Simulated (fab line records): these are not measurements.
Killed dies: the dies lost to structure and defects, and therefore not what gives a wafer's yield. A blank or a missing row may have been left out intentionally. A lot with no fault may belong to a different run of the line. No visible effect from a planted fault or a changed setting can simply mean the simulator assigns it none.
Matching of chambers    flow berkeley-cmos170    UCB170_M1_ETCH_11 on rie-diel-03 has 4 sister chambers
The step etches BARC in N2/H2. 14 wafers are shown with their chamber, then 7 later ones without.

## EACH WAFER AND ITS CHAMBER
wafer   chamber  throttle-valve-pct (%)  drypump-motor-current-A (A)  oes-product-au (a.u.)
L252.2  3        13.24                   6.3                          1.005
L252.3  1        13.24                   5.6                          0.998
L252.6  0        13.42                   6.0                          0.995
L258.1  2        13.41                   5.9                          1.035
L258.3  3        13.23                   6.3                          1.006
L258.4  1        13.27                   5.5                          1.012
L262.2  2        13.40                   5.8                          1.030
L262.3  1        13.27                   5.6                          1.014
L262.5  0        13.40                   6.1                          0.997
L263.1  0        13.42                   6.0                          0.997
L263.2  3        13.23                   6.3                          1.013
L263.5  0        13.42                   6.0                          0.996
L265.1  2        13.41                   5.9                          1.026
L265.4  3        13.23                   6.3                          1.007

SIGNATURES (averages over the wafers above)
reading                  chamber 0  chamber 1  chamber 2  chamber 3  scatter within a chamber
throttle-valve-pct       13.4150    13.2600    13.4067    13.2325    0.0102
drypump-motor-current-A  6.025      5.567      5.867      6.300      0.0456
oes-product-au           0.99625    1.00800    1.03033    1.00775    0.00484
Rule: distance of a wafer from a chamber = root of the sum over the readings of ((wafer's reading minus chamber's mean) / reading's scatter) squared. The wafer belongs to the nearest chamber; if the next one is less than 2 further off, it can't be placed. How the scatter is found: for the shown wafers, subtract from each reading the mean of its chamber, square and add these, divide the total by (wafers less chambers), then take the root.

## WAFERS WITHOUT THEIR CHAMBER
wafer   throttle-valve-pct (%)  drypump-motor-current-A (A)  oes-product-au (a.u.)
L265.5  13.24                   6.3                          1.018
L270.3  13.39                   6.1                          0.993
L270.4  13.22                   6.3                          1.005
L270.6  13.43                   5.9                          1.036
L273.1  13.23                   6.3                          1.015
L273.2  13.41                   5.9                          1.028
L273.5  13.23                   6.3                          1.003

## THE CHAMBER EACH PASSED THROUGH
wafer   from the rows above  in truth
L265.5  3                    3
L270.3  0                    0
L270.4  3                    3
L270.6  2                    2
L273.1  3                    3
L273.2  2                    2
L273.5  3                    3
Correct placement for 7 of the 7. Not placeable from these rows: 0. Wrongly placed: 0.
